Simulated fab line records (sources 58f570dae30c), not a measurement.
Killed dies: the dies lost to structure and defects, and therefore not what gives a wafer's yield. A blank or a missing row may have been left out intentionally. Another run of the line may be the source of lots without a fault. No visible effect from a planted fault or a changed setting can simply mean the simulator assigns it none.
8D (eight disciplines) problem report, filled in by code / flow berkeley-cmos170 / the parts of the form that need people (team, actions taken, sign-off) are left out

== 1. THE PROBLEM ==
PWELL_NITRIDE_THK at UCB170_PWELL_THK_MEAS_06 reads a mean of 247.4 nm on 6 wafers of 2 lots; wafers without a fault read 219.6 nm with a standard deviation of 1.6. That is +17 standard deviations from the usual mean.
First seen on wafer L767.1, day 6 15:47, on film-metro-01. At this step, 42 wafers from 14 lots have a number in the record. The rule behind "out" and "out of limits": a value lying over 4 standard deviations away from the usual mean. The rest of the wafers with a number are treated as sound.

== 2. WHAT IT IS; WHAT IT IS NOT ==
question=which readings at this step | is=PWELL_NITRIDE_THK | is not=-
question=which lots | is=L767, L768 | is not=L752, L753, L754, L755, L756, L757, L761, L762, L770, L772, L773, L774
question=which wafers of those lots | is=all that have a number | is not=-
question=read on which gauges | is=film-metro-01, film-metro-02 | is not=film-metro-03
question=when | is=from day 6 15:47 | is not=up to then (24 sound wafers); but 12 sound wafers of L770, L772, L773, L774 came after

== 3. SUSPECTS, AND WHAT RULES EACH OUT ==
Counting: any tool at a process step up to the reading is kept as a suspect provided that every lot that is out went through it and no sound lot did after the first of them.
- ruled out: the gauge at UCB170_PWELL_THK_MEAS_06. Those wafers that are out were read across 2 gauges (film-metro-01, film-metro-02).
- lpcvd-01 at UCB170_PWELL_CVD_05 (deposits Si3N4 from SiH2Cl2/NH3, target thk 220 nm, time 3300 s): kept. All lots that are out passed through it, beginning with L767 at day 6 13:53, and no sound lot followed; its final sound lot before that point was L761 at day 5 09:08. Out on those wafers are its own readings of sih2cl2-flow-sccm.
After counting, what remains is lpcvd-01 at UCB170_PWELL_CVD_05.

== 4. THE CAUSE (what the simulator had put in) ==
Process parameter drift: lpcvd-01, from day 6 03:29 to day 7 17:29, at UCB170_PWELL_CVD_05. A move of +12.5 in setting sih2cl2-flow-sccm, from 25. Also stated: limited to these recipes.
Only this tool survived the counting.

== 5. THE EFFECT CHAIN, in route order ==
Each row: a reading where the mean over the struck wafers with a number is more than 3 standard deviations away from the usual. Only readings for which the record gives a usual standard deviation are gone through. hours: the time from each lot's start at the first step in this table that gives one to its start at this step, as a median over the lots. sigmas: the change in usual standard deviations.
hours=0; step=UCB170_PWELL_CVD_05; reading=sih2cl2-flow-sccm; usual=24.98 sccm; on struck wafers=37.59; change=+12.61; sigmas=+99 or more
hours=2; step=UCB170_PWELL_THK_MEAS_06; reading=PWELL_NITRIDE_THK; usual=219.6 nm; on struck wafers=247.4; change=+27.8; sigmas=+17
hours=3; step=UCB170_PWELL_ETCH_14; reading=oes-product-au; usual=0.931 a.u.; on struck wafers=0.990; change=+0.059; sigmas=+4.2
Process steps it contains:
- UCB170_PWELL_CVD_05: deposits Si3N4 from SiH2Cl2/NH3, target thk 220 nm, time 3300 s.
- UCB170_PWELL_ETCH_14: etches Si3N4 in CH3F/Ar/O2, stops on SiO2, target depth 242 nm, time 151 s.

== 6. WHAT WOULD HAVE CAUGHT IT SOONER ==
12 hours passed between the start of the fault at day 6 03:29 and the first reading out of limits at a measuring or inspecting step in this record, taken at day 6 15:47.
The tool's own readings at UCB170_PWELL_CVD_05 were out on every struck wafer that the step has a row for (sih2cl2-flow-sccm): an alarm limit on them would have fired on the first of those.
Each of the lots that are out, 2 in all, had begun UCB170_PWELL_CVD_05 on lpcvd-01 no later than day 6 15:47. A hold on the tool at that time would have spared none of them.
